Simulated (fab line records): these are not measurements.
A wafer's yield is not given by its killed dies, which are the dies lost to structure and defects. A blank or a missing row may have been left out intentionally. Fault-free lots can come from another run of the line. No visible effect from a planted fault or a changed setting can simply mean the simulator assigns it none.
The same fault as seen by 2 desks :: flow berkeley-cmos170 :: numbers are kept per desk, each desk with only its own; the story behind them comes last

## TOOL OWNER'S DESK, pvd-sputter-02
The tool's own readings at UCB170_M2_SPUTTER_01 (material Al, target thk 900 nm, time 120 s): means of the sampled wafers that have a number, for each lot that ran on this tool. The brackets show how far a lot's mean lies from the usual mean; more than 4 standard deviations puts the lot out of limits, marked OUT.
Columns: A = cathode-dc-power-W at UCB170_M2_SPUTTER_01, usual 6000.0 W; B = throttle-valve-pct at UCB170_M2_SPUTTER_01, usual 29.9 %
lot: L220
first seen here: day 9 17:01
A: 6000.6
B: 30.5

lot: L228
first seen here: day 11 05:04
A: 6000.0
B: 30.9

lot: L231
first seen here: day 11 11:14
A: 6000.4
B: 30.6
This desk's verdict: no lot among the 3 shows anything out of limits.

## AT THE METROLOGY DESK
What the gauges read for every lot (on any tool): the sampled wafers with a number, averaged. The brackets show how far a lot's mean lies from the usual mean; more than 4 standard deviations puts the lot out of limits, marked OUT. It has 11 readings, of which 7 appear: the earliest out of limits, and the ones furthest out on some lot.
Columns: A = V1_OVL at UCB170_V1_OVL_MEAS_13, usual 2 nm; B = M2_AL_RS at UCB170_M2_RS_MEAS_02, usual 0.0320 ohm/sq; C = M2_AL_THK at UCB170_M2_THK_MEAS_03, usual 916 nm; D = cd-nm at UCB170_M2_CD_MEAS_15, usual 700.0 nm; E = M2_OVL at UCB170_M2_OVL_MEAS_16, usual 0 nm; F = cd-nm at UCB170_M2_CD_MEAS_90, usual 697.8 nm; G = V2_BOW at UCB170_V2_BOW_MEAS_03, usual 36 um
lot: L210
first seen here: day 7 07:45
A: 7
B: 0.0322
C: 912
D: 699.5
E: 4
F: 701.2
G: 27

lot: L220
first seen here: day 9 16:24
A: 3
B: 0.0319
C: 920
D: 701.9
E: 1
F: 694.5
G: 41

lot: L227
first seen here: day 11 04:13
A: -5
B: 0.0316
C: 934
D: 700.0
E: -8
F: 696.3
G: 38

lot: L228
first seen here: day 11 04:26
A: -10
B: 0.0337 (+5.7) OUT
C: 870 (-5.1) OUT
D: 700.5
E: 3
F: 696.3
G: 36

lot: L231
first seen here: day 11 10:37
A: 3
B: 0.0330
C: 894
D: 700.1
E: 0
F: 700.4
G: 32

lot: L233
first seen here: day 11 14:48
A: 2
B: 0.0322
C: 908
D: 700.0
E: -4
F: 699.6
G: 28
Per this desk, out of limits: L228; the first was L228, day 11 05:08 (M2_AL_RS at UCB170_M2_RS_MEAS_02). In limits: L210, L220, L227, L231, L233.

## ALL TOGETHER
The metrology desk could have raised an alarm at day 11 05:08, on L228.
Nothing out of limits was seen by the tool owner's desk.
The tool owner's desk has L228 on record, within its limits.
All the named lots went through UCB170_M2_SPUTTER_01 on pvd-sputter-02.

## WHAT HAD BEEN PUT IN BY THE SIMULATOR
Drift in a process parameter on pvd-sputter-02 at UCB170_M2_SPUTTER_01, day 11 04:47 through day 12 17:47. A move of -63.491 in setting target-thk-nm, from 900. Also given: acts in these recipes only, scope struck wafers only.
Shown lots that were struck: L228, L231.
Time in hours between the start of the fault and the first out-of-limits reading at each desk: metrology desk, 0.
